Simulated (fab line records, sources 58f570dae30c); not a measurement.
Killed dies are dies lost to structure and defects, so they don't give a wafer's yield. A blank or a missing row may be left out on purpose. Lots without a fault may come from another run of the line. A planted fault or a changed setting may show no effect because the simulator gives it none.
One fault seen from 2 desks | flow berkeley_cmos170 | each desk has only its own numbers; what lay behind them comes last

THE TOOL OWNER'S DESK: litho_track-03
The tool's own readings at UCB170_PWELL_PEB_11: means of the sampled wafers that have a number, for each lot that ran on this tool. A lot is out of limits, marked OUT, if its mean lies more than 4 standard deviations from the usual mean; the brackets give that distance.
Columns: A = heater_power_total_W at UCB170_PWELL_PEB_11, usual 56.80 W
lot  | first seen here | A
L414 | day 4 12:16     | 56.88
L416 | day 4 16:25     | 56.81
L419 | day 5 17:38     | 58.46 (+41) OUT
L422 | day 6 02:28     | 58.52 (+42) OUT
This desk's finding: out of limits on L419, L422; first on L419, day 5 17:38 (heater_power_total_W at UCB170_PWELL_PEB_11). In limits: L414, L416.

THE METROLOGY DESK
What the gauges read, lot by lot, whatever tool the lot ran on: means of the sampled wafers that have a number. A lot is out of limits, marked OUT, if its mean lies more than 4 standard deviations from the usual mean; the brackets give that distance.
Columns: A = START_OXIDE_THK at UCB170_START_THK_MEAS_03, usual 19.8 nm; B = cd_nm at UCB170_ACTIVE_CD_MEAS_90, usual 1199.8 nm; C = FIELD_OXIDE_THK at UCB170_FIELD_THK_MEAS_02, usual 557 nm
lot  | first seen here | A    | B      | C
L409 | day 1 16:16     | 19.5 | 1198.8 | 542
L411 | day 1 22:07     | 19.3 | 1201.8 | 568
L412 | day 2 06:29     | 19.8 | 1197.5 | 542
L413 | day 2 11:34     | 19.5 | 1200.1 | 557
L414 | day 2 16:53     | 19.3 | 1197.2 | 563
L415 | day 2 22:13     | 20.5 | 1200.8 | 570
L416 | day 3 03:14     | 19.9 | 1199.5 | 572
L419 | day 3 18:49     | 20.7 | 1200.4 | 541
L422 | day 4 04:47     | 19.5 | 1200.4 | 556
L425 | day 5 02:02     | 20.1 | 1200.9 | 568
L427 | day 5 12:07     | 19.8 | 1201.0 | 544
L430 | day 5 22:25     | 19.7 | 1199.4 | 555
L429 | day 5 22:26     | 20.0 | 1197.2 | 559
L432 | day 6 06:43     | 19.9 | 1197.7 | 560
This desk's finding: nothing out of limits on any of the 14 lots.

PUT TOGETHER
The tool owner's desk could have raised an alarm at day 5 17:38, on L419, L422.
The metrology desk saw nothing out of limits.
The metrology desk has L419, L422 on record, within its limits.
Of the lots named, all ran UCB170_PWELL_PEB_11 on litho_track-03.

WHAT THE SIMULATOR HAD PUT IN
Process parameter drift: litho_track-03, from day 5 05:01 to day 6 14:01, at UCB170_PWELL_PEB_11. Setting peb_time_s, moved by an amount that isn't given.
Lots struck among those shown: L419, L422.
Hours from the fault's start to each desk's first reading out of limits: the tool owner's desk, 13.
